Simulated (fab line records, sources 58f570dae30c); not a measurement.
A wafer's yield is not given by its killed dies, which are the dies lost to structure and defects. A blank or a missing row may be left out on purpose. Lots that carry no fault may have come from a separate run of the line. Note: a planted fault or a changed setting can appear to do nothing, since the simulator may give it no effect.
A lot that was struck, set against a sound lot | flow berkeley-cmos170 | 16 steps out of a route of 331
Sound: the wafers L311.1, L311.5, L311.6. Wafers L319.1, L319.3, L319.6 were the ones struck. Last of all comes the cause.
At each step with rows: each side's tool, then ch and its chambers, then its first start. Under that, the readings that differ: sound wafers | struck wafers | difference of the means | sigmas: that difference in standard deviations of wafers without a fault.
alike: a reading whose means differ by less than 2 such deviations, as well as words and numbers matching on both sides. not compared: withheld readings; readings where some wafer has no value; bounds like >300 that might hide an equal value; numbers whose values overlap and for which the record gives no deviation.
Wherever a step has rows on one side only, a row that says differs or no value, or a row with sigmas, the two part there. Numbers that have no deviation but don't overlap get no sigmas and don't part them. A reading missing from all wafers of one side parts the sides only when that side holds two or more wafers.

UCB170_NVT_OVL_MEAS_06:
  sound on overlay-01 at day 6 05:05; struck on overlay-01 at day 7 15:19
  alike: NVT_OVL
following that, these wafers have no rows for 1 step: UCB170_NVT_IMPLANT_07.
UCB170_NVT_STRIP_08: strips in O2.
  sound on plasma-asher-01 ch 0,1, day 6 05:16; struck on plasma-asher-01 ch 0, day 7 15:29
  alike: drypump-motor-current-A, oes-product-au, strip-time-to-endpoint-s
  not compared: rf-hours-counter-h
UCB170_NVT_TW_MEAS_09:
  sound on film-metro-01 at day 6 05:22; struck on film-metro-04 at day 7 15:35
  alike: NVT_TW
then, 7 steps without rows for these wafers: UCB170_NVT_CLEAN_10 (cleans in SPM, time 600 s); UCB170_PVT_HMDS_00 (prime time 60 s); UCB170_PVT_COAT_01 (resist thk 900 nm); UCB170_PVT_SOFTBAKE_02 (time 60 s); UCB170_PVT_EXPOSE_03 (exposes mask NWELL, target cd 3000 nm); UCB170_PVT_PEB_04; UCB170_PVT_DEVELOP_05 (develop time 45 s).
UCB170_PVT_OVL_MEAS_06:
  sound on overlay-01 at day 6 11:36; struck on overlay-02 at day 7 18:01
  alike: PVT_OVL
UCB170_PVT_IMPLANT_07:
  sound on implanter-03 ch 0, day 6 11:38; struck on implanter-03 ch 0, day 7 18:03
  reading            | sound                            | struck                      | difference  | sigmas
  dose-ions-cm2      | 2.0016e+12 1.9992e+12 2.0014e+12 | 1.9997e+13 2e+13 1.9998e+13 | +1.7998e+13 | +99 or more
  faraday-current-uA | 6.31 6.51 6.45                   | 64.18 60.55 66.61           | +57.36      | +99 or more
  alike: beam-energy-keV
UCB170_PVT_STRIP_08: strips in O2.
  sound on plasma-asher-03 ch 0,1, day 6 11:47; struck on plasma-asher-01 ch 1, day 7 18:12
  reading                     | sound       | struck      | difference | sigmas
  drypump-motor-current-A (A) | 5.2 5.2 5.2 | 6.5 6.5 6.5 | +1.3       | +2
  alike: oes-product-au, strip-time-to-endpoint-s
  not compared: rf-hours-counter-h
UCB170_PVT_TW_MEAS_09:
  sound on film-metro-03 at day 6 11:53; struck on film-metro-04 at day 7 18:35
  reading | sound       | struck         | difference | sigmas
  PVT_TW  | 511 515 513 | 1045 1041 1048 | +532       | +99 or more
  not compared: hold
following that, these wafers have no rows for 1 step: UCB170_M3_PROBE_99.

== WHERE THEY PART ==
At UCB170_PVT_IMPLANT_07 first; at UCB170_PVT_TW_MEAS_09 last (within this record only).

WHY: what had been put in by the simulator
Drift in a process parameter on implanter-03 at UCB170_PVT_IMPLANT_07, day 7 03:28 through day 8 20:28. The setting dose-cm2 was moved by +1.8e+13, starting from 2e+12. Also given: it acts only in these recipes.
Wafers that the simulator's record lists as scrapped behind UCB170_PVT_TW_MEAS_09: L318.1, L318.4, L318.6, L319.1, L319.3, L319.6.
